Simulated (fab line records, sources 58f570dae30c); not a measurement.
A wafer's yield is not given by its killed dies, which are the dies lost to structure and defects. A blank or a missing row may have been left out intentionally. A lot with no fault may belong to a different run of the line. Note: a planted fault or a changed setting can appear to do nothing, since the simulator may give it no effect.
Split-lot experiment / flow berkeleyCmos170 / 23 wafers read from 5 lots, route of 331 steps

== ABOUT THE SPLIT ==
At UCB170_NSD_IMPLANT_08, the setting energyKev was moved away from the recipe's 40 on 11 of the 23 wafers read, by -5.1% to +4.8%. This setting was run at the recipe's value on the other wafers.

== FROM THE SPLIT TO THE READING: what the file shows between them, 4 steps ==
- UCB170_NSD_STRIP_09: strips in O2
- UCB170_NSD_TW_MEAS_10
- UCB170_SDANNEAL_RTA_01: time 5 s (also split here: timeS)
- UCB170_SDANNEAL_RS_MEAS_02: measures by four-point-probe

== THE READING ==
NSD_RS, in ohm/sq, at UCB170_SDANNEAL_RS_MEAS_03 (measures by four-point-probe). Fault-free wafers of this fab line usually give 37.25 ohm/sq, standard deviation 0.11 ohm/sq.

wafer=L074.2; tool, chamber at the split=implanter-03, 0; energyKev as run=40; against the recipe=recipe; NSD_RS, ohm/sq=37.48; against lot-mates on the recipe=-
wafer=L074.4; tool, chamber at the split=implanter-03, 0; energyKev as run=40; against the recipe=recipe; NSD_RS, ohm/sq=37.44; against lot-mates on the recipe=-
wafer=L074.5; tool, chamber at the split=implanter-03, 0; energyKev as run=40; against the recipe=recipe; NSD_RS, ohm/sq=37.39; against lot-mates on the recipe=-
wafer=L077.1; tool, chamber at the split=implanter-02, 0; energyKev as run=40.81; against the recipe=+2.0%; NSD_RS, ohm/sq=36.72; against lot-mates on the recipe=-0.40
wafer=L077.2; tool, chamber at the split=implanter-02, 0; energyKev as run=40; against the recipe=recipe; NSD_RS, ohm/sq=37.24; against lot-mates on the recipe=-
wafer=L077.3; tool, chamber at the split=implanter-02, 0; energyKev as run=40.81; against the recipe=+2.0%; NSD_RS, ohm/sq=37.00; against lot-mates on the recipe=-0.12
wafer=L077.5; tool, chamber at the split=implanter-02, 0; energyKev as run=40.81; against the recipe=+2.0%; NSD_RS, ohm/sq=36.99; against lot-mates on the recipe=-0.12
wafer=L077.6; tool, chamber at the split=implanter-02, 0; energyKev as run=40; against the recipe=recipe; NSD_RS, ohm/sq=36.99; against lot-mates on the recipe=-
wafer=L084.1; tool, chamber at the split=implanter-02, 0; energyKev as run=41.94; against the recipe=+4.8%; NSD_RS, ohm/sq=36.89; against lot-mates on the recipe=-0.38
wafer=L084.2; tool, chamber at the split=implanter-02, 0; energyKev as run=41.94; against the recipe=+4.8%; NSD_RS, ohm/sq=36.84; against lot-mates on the recipe=-0.43
wafer=L084.4; tool, chamber at the split=implanter-02, 0; energyKev as run=40; against the recipe=recipe; NSD_RS, ohm/sq=37.12; against lot-mates on the recipe=-
wafer=L084.5; tool, chamber at the split=implanter-02, 0; energyKev as run=41.94; against the recipe=+4.8%; NSD_RS, ohm/sq=36.57; against lot-mates on the recipe=-0.70
wafer=L084.6; tool, chamber at the split=implanter-02, 0; energyKev as run=40; against the recipe=recipe; NSD_RS, ohm/sq=37.43; against lot-mates on the recipe=-
wafer=L081.1; tool, chamber at the split=implanter-03, 0; energyKev as run=38.31; against the recipe=-4.2%; NSD_RS, ohm/sq=37.67; against lot-mates on the recipe=+0.72
wafer=L081.2; tool, chamber at the split=implanter-03, 0; energyKev as run=40; against the recipe=recipe; NSD_RS, ohm/sq=36.96; against lot-mates on the recipe=-
wafer=L081.4; tool, chamber at the split=implanter-03, 0; energyKev as run=40; against the recipe=recipe; NSD_RS, ohm/sq=37.09; against lot-mates on the recipe=-
wafer=L081.5; tool, chamber at the split=implanter-03, 0; energyKev as run=40; against the recipe=recipe; NSD_RS, ohm/sq=36.81; against lot-mates on the recipe=-
wafer=L081.6; tool, chamber at the split=implanter-03, 0; energyKev as run=38.31; against the recipe=-4.2%; NSD_RS, ohm/sq=37.40; against lot-mates on the recipe=+0.45
wafer=L085.1; tool, chamber at the split=implanter-03, 0; energyKev as run=37.95; against the recipe=-5.1%; NSD_RS, ohm/sq=37.70; against lot-mates on the recipe=+0.48
wafer=L085.2; tool, chamber at the split=implanter-03, 0; energyKev as run=37.95; against the recipe=-5.1%; NSD_RS, ohm/sq=37.61; against lot-mates on the recipe=+0.39
wafer=L085.4; tool, chamber at the split=implanter-03, 0; energyKev as run=40; against the recipe=recipe; NSD_RS, ohm/sq=37.19; against lot-mates on the recipe=-
wafer=L085.5; tool, chamber at the split=implanter-03, 0; energyKev as run=37.95; against the recipe=-5.1%; NSD_RS, ohm/sq=37.85; against lot-mates on the recipe=+0.63
wafer=L085.6; tool, chamber at the split=implanter-03, 0; energyKev as run=40; against the recipe=recipe; NSD_RS, ohm/sq=37.25; against lot-mates on the recipe=-

FIT RESULTS
A straight line over all 23 wafers: NSD_RS changes by -0.0961 ohm/sq for each +1% of energyKev; r = -0.85; the points scatter about the line by 0.19 ohm/sq.
The same after taking each lot's own level away (the mean of its wafers on the recipe; 23 wafers): -0.108 ohm/sq for each +1%; r = -0.93; scatter 0.13 ohm/sq.
The reading moves by 0.55 ohm/sq for the largest change in energyKev, on that fit.
The span of the lots' own levels, 36.953 to 37.437 ohm/sq, comes to 4.4 times the standard deviation stated above.
In other words, the slope is changed by the lot-to-lot level; the two fits disagree.
Check: for one of the wafers moved furthest among these (-5.1%), held out of the fit, the line's prediction against its lot-mates is +0.575 ohm/sq. It came out at +0.48 ohm/sq against them.

== OTHER SPLITS APPLIED TO THESE WAFERS ==
Note: prior to the reading, these wafers also went through further splits. Each is held against what the fit with the lots' levels taken away leaves over:
other split on the same wafers=UCB170_PSD_EXPOSE_03 doseMj; wafers away from the commonest value=7; r with NSD_RS (lot level and that fit taken away)=+0.13
other split on the same wafers=UCB170_NSD_PEB_04 pebTempC; wafers away from the commonest value=7; r with NSD_RS (lot level and that fit taken away)=+0.22
other split on the same wafers=UCB170_SDANNEAL_RTA_01 timeS; wafers away from the commonest value=9; r with NSD_RS (lot level and that fit taken away)=-0.75

== THE WHOLE CHAIN: every reading that the file lists as answering this split, in the file's order ==
step=UCB170_NSD_IMPLANT_08; what it does=; reading=implant.rpNm (the simulator's own value, which no gauge read); change (the file's fit)=+0.474 nm for each +1% of the setting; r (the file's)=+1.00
step=UCB170_NSD_IMPLANT_08; what it does=; reading=implant.drpNm (the simulator's own value, which no gauge read); change (the file's fit)=+0.18 nm for each +1% of the setting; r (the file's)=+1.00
step=UCB170_NSD_STRIP_09; what it does=strips in O2; reading=stripTimeToEndpointS; change (the file's fit)=withheld for each +1% of the setting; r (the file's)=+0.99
step=UCB170_NSD_TW_MEAS_10; what it does=; reading=NSD_TW; change (the file's fit)=+11.6 for each +1% of the setting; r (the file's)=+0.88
step=UCB170_SDANNEAL_RS_MEAS_03; what it does=measures by four-point-probe; reading=NSD_RS; change (the file's fit)=-0.11 for each +1% of the setting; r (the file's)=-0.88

== THE FILE'S OWN FIT ==
NSD_RS changes by -0.11 ohm/sq for each +1% of energyKev, r = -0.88.
